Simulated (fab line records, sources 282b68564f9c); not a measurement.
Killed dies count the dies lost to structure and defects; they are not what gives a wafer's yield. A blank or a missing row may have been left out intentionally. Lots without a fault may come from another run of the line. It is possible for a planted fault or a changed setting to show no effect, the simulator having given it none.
Comparing a struck lot with a sound one / flow rit cmos / 16 steps out of a route of 202
Sound: these wafers, L685.3, L685.4, L685.5. Wafers struck: L698.1, L698.3, L698.5. The cause is given at the end.
Per side, at each step with rows, come the tool, then ch with its chambers, and then its first start. Under that, the readings that differ: sound wafers / struck wafers / difference of the means / sigmas: that difference in standard deviations of wafers without a fault.
alike: readings whose means differ by less than 2 such deviations, and words and numbers that are the same on both sides. not compared: withheld readings, readings that some wafer has no value for, bounds like >300 that may hide the same value, and numbers for which the record gives no deviation and whose values overlap.
Wherever a step has rows on one side only, a row that says differs or no value, or a row with sigmas, the two part there. Non-overlapping numbers with no deviation appear without sigmas and do not part them. Lack of a reading on every wafer of one side parts them only where that side has two or more wafers.

first, 4 steps without rows for these wafers: RIT_ACTIVE_SOFTBAKE_07 (time 60 s); RIT_ACTIVE_EXPOSE_08 (exposes mask M1, target cd 1400 nm); RIT_ACTIVE_PEB_09; RIT_ACTIVE_DEVELOP_10 (develop time 50 s).
RIT_ACTIVE_CD_MEAS_11 targets a cd of 1400 nm.
  sound on cd sem-01 at day 2 11:11; struck on cd sem-02 at day 5 04:34
reading=cd nm (nm); sound=1393.8 1395.4 1394.2; struck=1400.4 1399.8 1399.6; difference=+5.5; sigmas=+2
then, 1 step without rows for these wafers: RIT_ACTIVE_HARDBAKE_12 (time 60 s).
RIT_ACTIVE_ETCH_13: etches Si3N4 in SF6, stops on SiO2, time 210 s, target depth 210 nm.
  sound on rie diel-04 ch 2,3, day 2 11:32; struck on rie diel-03 ch 1,2, day 5 04:50
  alike: chamber pressure mTorr, drypump motor current A, oes product au, throttle valve pct
  not compared: rf hours counter h
RIT_ACTIVE_STRIP_14: strips in O2, time 180 s.
  sound on plasma asher-02 ch 0,1, day 2 11:43; struck on plasma asher-03 ch 0,1, day 5 04:58
  alike: chamber pressure mTorr, drypump motor current A
  not compared: rf hours counter h
RIT_ACTIVE_CD_MEAS_90 targets a cd of 1400 nm.
  sound on cd sem-02 at day 2 11:53; struck on cd sem-01 at day 5 05:08
reading=cd nm (nm); sound=1393.7 1395.3 1393.8; struck=1400.9 1399.6 1400.0; difference=+5.9; sigmas=+3
then, 3 steps without rows for these wafers: RIT_ACTIVE_CLEAN_15 (cleans in SC1, time 600 s); RIT_ACTIVE_CLEAN_16 (cleans in dHF, time 30 s); RIT_ACTIVE_CLEAN_17 (cleans in SC2, time 600 s).
RIT_FOX1_OXIDATION_00: target thk 350.7 nm, ox time 1130 s.
  sound on furnace-03 ch 0, day 2 12:20; struck on furnace-01 ch 0, day 5 05:40
reading=spike tc source C (C); sound=1121.0 1123.2 1121.5; struck=1125.5 1126.3 1125.9; difference=+4.0; sigmas=+2
reading=model.SiO2_of_FOX1_OXIDATION_00.thk nm (nm); sound=351.5 345.7 355.5; struck=401.9 401.1 403.9; difference=+51.4; sigmas=
RIT_FOX1_THK_MEAS_01:
  sound on film metro-02 at day 2 13:40; struck on film metro-03 at day 5 06:58
reading=FOX1_OXIDE_THK (nm); sound=351 346 355; struck=402 401 404; difference=+52; sigmas=+8
then, 1 step without rows for these wafers: RIT_FOX1_WET_ETCH_02 (etches SiO2 in BOE, target depth 350 nm, time 390 s).
RIT_M1_PROBE_99:
  sound on prober-01 at day 4 09:09; struck on prober-02 at day 6 23:43
reading=model.etest.pldd.width nm (nm); sound=3187 3194 3181; struck=3119 3126 3098; difference=-73; sigmas=
reading=model.etest.nldd.width nm (nm); sound=3186 3179 3170; struck=3104 3105 3090; difference=-79; sigmas=
reading=model.etest.nplus sal.width nm (nm); sound=3458 3442 3465; struck=3409 3404 3399; difference=-51; sigmas=
reading=model.etest.pplus sal.width nm (nm); sound=3467 3461 3452; struck=3412 3400 3384; difference=-61; sigmas=
  alike: killed_at_M0_to_M3, killed at front end, killed dies, killed open, killed short
  not compared: model.etest.poly comb over steps.leak log10 a um

== WHERE THEY PART ==
Earliest at RIT_ACTIVE_CD_MEAS_11; latest, in this record, at RIT_FOX1_THK_MEAS_01. Later steps at which nothing parts them and some readings are alike: RIT_M1_PROBE_99.

WHY: whatever the simulator had introduced
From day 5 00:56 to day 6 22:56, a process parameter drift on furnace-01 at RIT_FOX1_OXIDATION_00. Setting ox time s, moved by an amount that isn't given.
